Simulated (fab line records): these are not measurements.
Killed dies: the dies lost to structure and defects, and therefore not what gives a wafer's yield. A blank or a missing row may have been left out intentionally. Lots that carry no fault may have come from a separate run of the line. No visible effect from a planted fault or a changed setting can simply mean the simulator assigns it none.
Which tool is to blame? :: flow berkeley_cmos170 :: 42 wafers from 14 lots sampled at 6 of the route's 331 steps

== WHAT THE GAUGES READ, wafer by wafer ==
UCB170_NVT_OVL_MEAS_06. Usual: NVT_OVL -2 nm, standard deviation 4.5.
lot: L189
measured: day 5 10:21
on: overlay-01
NVT_OVL (nm): 0 2 -1
flag: 

lot: L190
measured: day 5 21:02
on: overlay-01
NVT_OVL (nm): -9 -11 -7
flag: 

lot: L191
measured: day 5 21:03
on: overlay-02
NVT_OVL (nm): -2 -5 -1
flag: 

lot: L193
measured: day 6 08:01
on: overlay-02
NVT_OVL (nm): 2 -6 -5
flag: 

lot: L198
measured: day 7 07:09
on: overlay-02
NVT_OVL (nm): 0 -2 -1
flag: 

lot: L199
measured: day 7 15:11
on: overlay-02
NVT_OVL (nm): -1 2 -2
flag: 

lot: L201
measured: day 7 19:24
on: overlay-02
NVT_OVL (nm): -7 -1 -2
flag: 

lot: L203
measured: day 8 08:59
on: overlay-02
NVT_OVL (nm): -5 -12 -9
flag: 

lot: L206
measured: day 8 21:26
on: overlay-02
NVT_OVL (nm): 6 2 5
flag: 

lot: L208
measured: day 9 05:33
on: overlay-02
NVT_OVL (nm): -2 1 0
flag: 

lot: L209
measured: day 9 19:13
on: overlay-01
NVT_OVL (nm): 0 0 5
flag: 

lot: L210
measured: day 9 19:47
on: overlay-01
NVT_OVL (nm): 2 -8 -6
flag: 

lot: L211
measured: day 10 07:13
on: overlay-02
NVT_OVL (nm): -6 2 0
flag: 

lot: L212
measured: day 10 07:13
on: overlay-01
NVT_OVL (nm): -5 3 -4
flag: 

UCB170_PLDD_TW_MEAS_11. Usual: PLDD_TW 1007, standard deviation 7.7.
lot: L189
measured: day 6 03:45
on: film_metro-03
PLDD_TW: 1002 1004 992
flag: 

lot: L190
measured: day 6 15:04
on: film_metro-01
PLDD_TW: 1014 1002 1017
flag: 

lot: L191
measured: day 6 14:46
on: film_metro-02
PLDD_TW: 1008 1017 1013
flag: 

lot: L193
measured: day 6 21:55
on: film_metro-02
PLDD_TW: 1011 1013 1013
flag: 

lot: L198
measured: day 8 00:00
on: film_metro-02
PLDD_TW: 1015 1013 1013
flag: 

lot: L199
measured: day 8 13:02
on: film_metro-01
PLDD_TW: 1064 1069 1062
flag: OFF

lot: L201
measured: day 8 13:23
on: film_metro-01
PLDD_TW: 1065 1069 1070
flag: OFF

lot: L203
measured: day 9 00:49
on: film_metro-02
PLDD_TW: 1012 1015 1015
flag: 

lot: L206
measured: day 9 16:14
on: film_metro-02
PLDD_TW: 1014 1010 1010
flag: 

lot: L208
measured: day 9 20:45
on: film_metro-03
PLDD_TW: 999 997 994
flag: 

lot: L209
measured: day 10 13:53
on: film_metro-02
PLDD_TW: 1014 1016 1017
flag: 

lot: L210
measured: day 10 14:26
on: film_metro-01
PLDD_TW: 1004 1004 1001
flag: 

lot: L211
measured: day 10 21:38
on: film_metro-02
PLDD_TW: 1015 1017 1016
flag: 

lot: L212
measured: day 10 21:16
on: film_metro-02
PLDD_TW: 1021 1018 1018
flag: 

UCB170_SDANNEAL_RS_MEAS_04: the measuring method here is four-point-probe. Usual: PLDD_RS 1031.3 ohm/sq, standard deviation 2.9.
lot: L189
measured: day 6 17:33
on: film_metro-02
PLDD_RS (ohm/sq): 1027.3 1031.6 1029.3
flag: 

lot: L190
measured: day 7 02:44
on: film_metro-01
PLDD_RS (ohm/sq): 1031.1 1031.7 1030.9
flag: 

lot: L191
measured: day 7 02:22
on: film_metro-02
PLDD_RS (ohm/sq): 1031.3 1026.3 1027.0
flag: 

lot: L193
measured: day 7 11:55
on: film_metro-02
PLDD_RS (ohm/sq): 1029.3 1031.0 1030.5
flag: 

lot: L198
measured: day 8 11:39
on: film_metro-02
PLDD_RS (ohm/sq): 1030.9 1027.3 1025.5
flag: 

lot: L199
measured: day 9 04:08
on: film_metro-03
PLDD_RS (ohm/sq): 889.9 887.3 888.3
flag: OFF

lot: L201
measured: day 9 04:28
on: film_metro-02
PLDD_RS (ohm/sq): 883.3 883.4 887.4
flag: OFF

lot: L203
measured: day 9 14:41
on: film_metro-02
PLDD_RS (ohm/sq): 1028.4 1026.5 1028.6
flag: 

lot: L206
measured: day 10 04:25
on: film_metro-01
PLDD_RS (ohm/sq): 1030.5 1033.5 1033.7
flag: 

lot: L208
measured: day 10 08:28
on: film_metro-01
PLDD_RS (ohm/sq): 1031.3 1033.0 1031.7
flag: 

lot: L209
measured: day 11 00:32
on: film_metro-03
PLDD_RS (ohm/sq): 1030.0 1032.1 1034.3
flag: 

lot: L210
measured: day 11 00:55
on: film_metro-01
PLDD_RS (ohm/sq): 1032.3 1030.6 1028.9
flag: 

lot: L211
measured: day 11 17:00
on: film_metro-03
PLDD_RS (ohm/sq): 1032.5 1028.4 1031.0
flag: 

lot: L212
measured: day 11 16:08
on: film_metro-03
PLDD_RS (ohm/sq): 1029.6 1029.7 1030.7
flag: 

== WHICH TOOL RAN EACH LOT (tool, then ch and the chambers of the sampled wafers, then the start) ==
lot: L189
UCB170_GATE_ETCH_14: rie_diel-03 ch 1,2,3, day 6 00:44
UCB170_PLDD_IMPLANT_08: implanter-01 ch 0, day 6 03:22
UCB170_SPACER_CVD_00: pecvd-04 ch 0,1,2, day 6 06:26

lot: L190
UCB170_GATE_ETCH_14: rie_diel-04 ch 0,1, day 6 12:46
UCB170_PLDD_IMPLANT_08: implanter-02 ch 0, day 6 14:40
UCB170_SPACER_CVD_00: pecvd-04 ch 0,2, day 6 17:20

lot: L191
UCB170_GATE_ETCH_14: rie_diel-03 ch 0,2,3, day 6 12:29
UCB170_PLDD_IMPLANT_08: implanter-01 ch 0, day 6 14:23
UCB170_SPACER_CVD_00: pecvd-03 ch 0,2, day 6 16:59

lot: L193
UCB170_GATE_ETCH_14: rie_diel-02 ch 1,2,3, day 6 19:40
UCB170_PLDD_IMPLANT_08: implanter-01 ch 0, day 6 21:31
UCB170_SPACER_CVD_00: pecvd-03 ch 0,2, day 7 00:05

lot: L198
UCB170_GATE_ETCH_14: rie_diel-03 ch 0,2,3, day 7 21:58
UCB170_PLDD_IMPLANT_08: implanter-04 ch 0, day 7 23:36
UCB170_SPACER_CVD_00: pecvd-02 ch 0,1,2, day 8 02:01

lot: L199
UCB170_GATE_ETCH_14: rie_diel-02 ch 0,1, day 8 10:21
UCB170_PLDD_IMPLANT_08: implanter-02 ch 0, day 8 12:38
UCB170_SPACER_CVD_00: pecvd-02 ch 0,1,2, day 8 16:49

lot: L201
UCB170_GATE_ETCH_14: rie_diel-03 ch 0,1, day 8 10:54
UCB170_PLDD_IMPLANT_08: implanter-02 ch 0, day 8 12:59
UCB170_SPACER_CVD_00: pecvd-02 ch 0,1,2, day 8 17:00

lot: L203
UCB170_GATE_ETCH_14: rie_diel-02 ch 0,2,3, day 8 22:55
UCB170_PLDD_IMPLANT_08: implanter-04 ch 0, day 9 00:25
UCB170_SPACER_CVD_00: pecvd-02 ch 0,1, day 9 03:42

lot: L206
UCB170_GATE_ETCH_14: rie_diel-03 ch 0,1,3, day 9 14:05
UCB170_PLDD_IMPLANT_08: implanter-01 ch 0, day 9 15:52
UCB170_SPACER_CVD_00: pecvd-02 ch 1,2, day 9 18:17

lot: L208
UCB170_GATE_ETCH_14: rie_diel-03 ch 0,1, day 9 18:02
UCB170_PLDD_IMPLANT_08: implanter-04 ch 0, day 9 20:21
UCB170_SPACER_CVD_00: pecvd-03 ch 0,1, day 9 23:07

lot: L209
UCB170_GATE_ETCH_14: rie_diel-04 ch 1,2,3, day 10 11:44
UCB170_PLDD_IMPLANT_08: implanter-01 ch 0, day 10 13:30
UCB170_SPACER_CVD_00: pecvd-03 ch 1,2, day 10 15:47

lot: L210
UCB170_GATE_ETCH_14: rie_diel-03 ch 1,2,3, day 10 12:08
UCB170_PLDD_IMPLANT_08: implanter-01 ch 0, day 10 14:04
UCB170_SPACER_CVD_00: pecvd-02 ch 0,1, day 10 16:27

lot: L211
UCB170_GATE_ETCH_14: rie_diel-03 ch 0,3, day 10 19:26
UCB170_PLDD_IMPLANT_08: implanter-01 ch 0, day 10 21:14
UCB170_SPACER_CVD_00: pecvd-02 ch 0,1, day 11 00:16

lot: L212
UCB170_GATE_ETCH_14: rie_diel-03 ch 0,3, day 10 18:59
UCB170_PLDD_IMPLANT_08: implanter-04 ch 0, day 10 20:54
UCB170_SPACER_CVD_00: pecvd-03 ch 0,1,2, day 11 00:04
- UCB170_GATE_ETCH_14: etches BARC in N2/H2.
- UCB170_PLDD_IMPLANT_08
- UCB170_SPACER_CVD_00: deposits SiO2 from TEOS/O2, target thk 376 nm, time 47 s.

== AS READ BY THE TOOLS THEMSELVES (means over the sampled wafers that have a number; for cases with no such wafer, the mark the record gives instead) ==
UCB170_GATE_ETCH_14. Usual: chamber_pressure_mTorr 30.000 mTorr, standard deviation 0.028; drypump_motor_current_A 5.7 A, standard deviation 0.48; oes_product_au 0.999 a.u., standard deviation 0.017; throttle_valve_pct 13.24 %, standard deviation 0.13.
lot: L189
tool: rie_diel-03
chamber_pressure_mTorr (mTorr): 29.980
drypump_motor_current_A (A): 6.2
oes_product_au (a.u.): 0.999
throttle_valve_pct (%): 13.12
flag: 

lot: L190
tool: rie_diel-04
chamber_pressure_mTorr (mTorr): 29.975
drypump_motor_current_A (A): 5.1
oes_product_au (a.u.): 1.010
throttle_valve_pct (%): 13.29
flag: 

lot: L191
tool: rie_diel-03
chamber_pressure_mTorr (mTorr): 29.995
drypump_motor_current_A (A): 5.8
oes_product_au (a.u.): 0.998
throttle_valve_pct (%): 13.18
flag: 

lot: L193
tool: rie_diel-02
chamber_pressure_mTorr (mTorr): 29.986
drypump_motor_current_A (A): 5.6
oes_product_au (a.u.): 0.987
throttle_valve_pct (%): 13.25
flag: 

lot: L198
tool: rie_diel-03
chamber_pressure_mTorr (mTorr): 29.996
drypump_motor_current_A (A): 5.8
oes_product_au (a.u.): 0.995
throttle_valve_pct (%): 13.18
flag: 

lot: L199
tool: rie_diel-02
chamber_pressure_mTorr (mTorr): 30.007
drypump_motor_current_A (A): 5.6
oes_product_au (a.u.): 1.021
throttle_valve_pct (%): 13.38
flag: 

lot: L201
tool: rie_diel-03
chamber_pressure_mTorr (mTorr): 30.016
drypump_motor_current_A (A): 5.9
oes_product_au (a.u.): 0.992
throttle_valve_pct (%): 13.10
flag: 

lot: L203
tool: rie_diel-02
chamber_pressure_mTorr (mTorr): 29.992
drypump_motor_current_A (A): 5.7
oes_product_au (a.u.): 0.985
throttle_valve_pct (%): 13.35
flag: 

lot: L206
tool: rie_diel-03
chamber_pressure_mTorr (mTorr): 29.996
drypump_motor_current_A (A): 5.9
oes_product_au (a.u.): 0.995
throttle_valve_pct (%): 13.12
flag: 

lot: L208
tool: rie_diel-03
chamber_pressure_mTorr (mTorr): 29.989
drypump_motor_current_A (A): 5.5
oes_product_au (a.u.): 0.991
throttle_valve_pct (%): 13.16
flag: 

lot: L209
tool: rie_diel-04
chamber_pressure_mTorr (mTorr): 30.024
drypump_motor_current_A (A): 5.4
oes_product_au (a.u.): 0.998
throttle_valve_pct (%): 13.31
flag: 

lot: L210
tool: rie_diel-03
chamber_pressure_mTorr (mTorr): 29.998
drypump_motor_current_A (A): 6.3
oes_product_au (a.u.): 1.002
throttle_valve_pct (%): 13.12
flag: 

lot: L211
tool: rie_diel-03
chamber_pressure_mTorr (mTorr): 30.009
drypump_motor_current_A (A): 5.4
oes_product_au (a.u.): 0.985
throttle_valve_pct (%): 13.17
flag: 

lot: L212
tool: rie_diel-03
chamber_pressure_mTorr (mTorr): 30.004
drypump_motor_current_A (A): 5.4
oes_product_au (a.u.): 0.996
throttle_valve_pct (%): 13.19
flag: 

UCB170_PLDD_IMPLANT_08. Usual: beam_on_s 10.00 s, standard deviation 0.2; dose_ions_cm2 5.002e+13, standard deviation 5.5e+10; faraday_current_uA 159, standard deviation 3.1.
lot: L189
tool: implanter-01
beam_on_s (s): 10.00
dose_ions_cm2: 5.004e+13
faraday_current_uA: 159
flag: 

lot: L190
tool: implanter-02
beam_on_s (s): 9.99
dose_ions_cm2: 4.993e+13
faraday_current_uA: 159
flag: 

lot: L191
tool: implanter-01
beam_on_s (s): 9.97
dose_ions_cm2: 5.003e+13
faraday_current_uA: 159
flag: 

lot: L193
tool: implanter-01
beam_on_s (s): 9.91
dose_ions_cm2: 5.000e+13
faraday_current_uA: 159
flag: 

lot: L198
tool: implanter-04
beam_on_s (s): 10.04
dose_ions_cm2: 5.003e+13
faraday_current_uA: 158
flag: 

lot: L199
tool: implanter-02
beam_on_s (s): 11.88
dose_ions_cm2: 7.101e+13
faraday_current_uA: 190
flag: OFF

lot: L201
tool: implanter-02
beam_on_s (s): 11.89
dose_ions_cm2: 7.102e+13
faraday_current_uA: 189
flag: OFF

lot: L203
tool: implanter-04
beam_on_s (s): 9.92
dose_ions_cm2: 4.995e+13
faraday_current_uA: 160
flag: 

lot: L206
tool: implanter-01
beam_on_s (s): 9.97
dose_ions_cm2: 5.003e+13
faraday_current_uA: 159
flag: 

lot: L208
tool: implanter-04
beam_on_s (s): 9.96
dose_ions_cm2: 5.006e+13
faraday_current_uA: 159
flag: 

lot: L209
tool: implanter-01
beam_on_s (s): 10.13
dose_ions_cm2: 5.006e+13
faraday_current_uA: 156
flag: 

lot: L210
tool: implanter-01
beam_on_s (s): 9.94
dose_ions_cm2: 5.002e+13
faraday_current_uA: 160
flag: 

lot: L211
tool: implanter-01
beam_on_s (s): 9.90
dose_ions_cm2: 5.002e+13
faraday_current_uA: 160
flag: 

lot: L212
tool: implanter-04
beam_on_s (s): 10.24
dose_ions_cm2: 5.010e+13
faraday_current_uA: 154
flag: 

UCB170_SPACER_CVD_00. Usual: 291 W for heater_power_w, sd 67.
lot: L189
tool: pecvd-04
heater_power_w (W): 319
flag: 

lot: L190
tool: pecvd-04
heater_power_w (W): 353
flag: 

lot: L191
tool: pecvd-03
heater_power_w (W): 264
flag: 

lot: L193
tool: pecvd-03
heater_power_w (W): 278
flag: 

lot: L198
tool: pecvd-02
heater_power_w (W): 226
flag: 

lot: L199
tool: pecvd-02
heater_power_w (W): 251
flag: 

lot: L201
tool: pecvd-02
heater_power_w (W): 267
flag: 

lot: L203
tool: pecvd-02
heater_power_w (W): 248
flag: 

lot: L206
tool: pecvd-02
heater_power_w (W): 244
flag: 

lot: L208
tool: pecvd-03
heater_power_w (W): 341
flag: 

lot: L209
tool: pecvd-03
heater_power_w (W): 285
flag: 

lot: L210
tool: pecvd-02
heater_power_w (W): 272
flag: 

lot: L211
tool: pecvd-02
heater_power_w (W): 241
flag: 

lot: L212
tool: pecvd-03
heater_power_w (W): 288
flag: 

== THE ANSWER, worked out from the rows above alone ==
Rule: lot off if the mean of its wafers having a number is beyond 3 standard deviations from the usual mean. A lot without any number at a reading at which 4 lots or more have one is off too. The other lots that the step has rows for count as sound. Order of review: gauges by route order, followed by the tools' own readings, for which a lot's mean as printed above is used. The first step at which some lot is off is used, and at that step the reading that is off furthest; a lot without a number counts as furthest.
Off: at UCB170_PLDD_TW_MEAS_11 (PLDD_TW), L199, L201.
A tool fits if, at a process step before that reading, it ran every lot that is off, and no sound lot after the first of them. The gauges at UCB170_PLDD_TW_MEAS_11 aren't tried: what is off there is off at UCB170_SDANNEAL_RS_MEAS_04 too, on other tools, and a gauge's error can't cause that. One fits: UCB170_PLDD_IMPLANT_08 on implanter-02. A fault onset in the window from L190 (day 6 14:40, its last sound lot) to L199 (day 8 12:38, its first lot off) fits.
The tool's own readings at UCB170_PLDD_IMPLANT_08 bear it out: on the lots that are off they differ by more than 5 times the standard deviation of the sound lots' means. beam_on_s reads 11.89 s there against 10.00 s on the sound lots; dose_ions_cm2 reads 7.102e+13 there against 5.002e+13 on the sound lots; faraday_current_uA reads 190 there against 158 on the sound lots.

== WHAT THE SIMULATOR PUT IN ==
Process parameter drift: implanter-02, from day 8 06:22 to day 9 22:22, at UCB170_PLDD_IMPLANT_08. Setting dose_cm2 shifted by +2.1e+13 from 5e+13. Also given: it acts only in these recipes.
Shown lots that were struck: L199, L201. Same finding as the rule above.
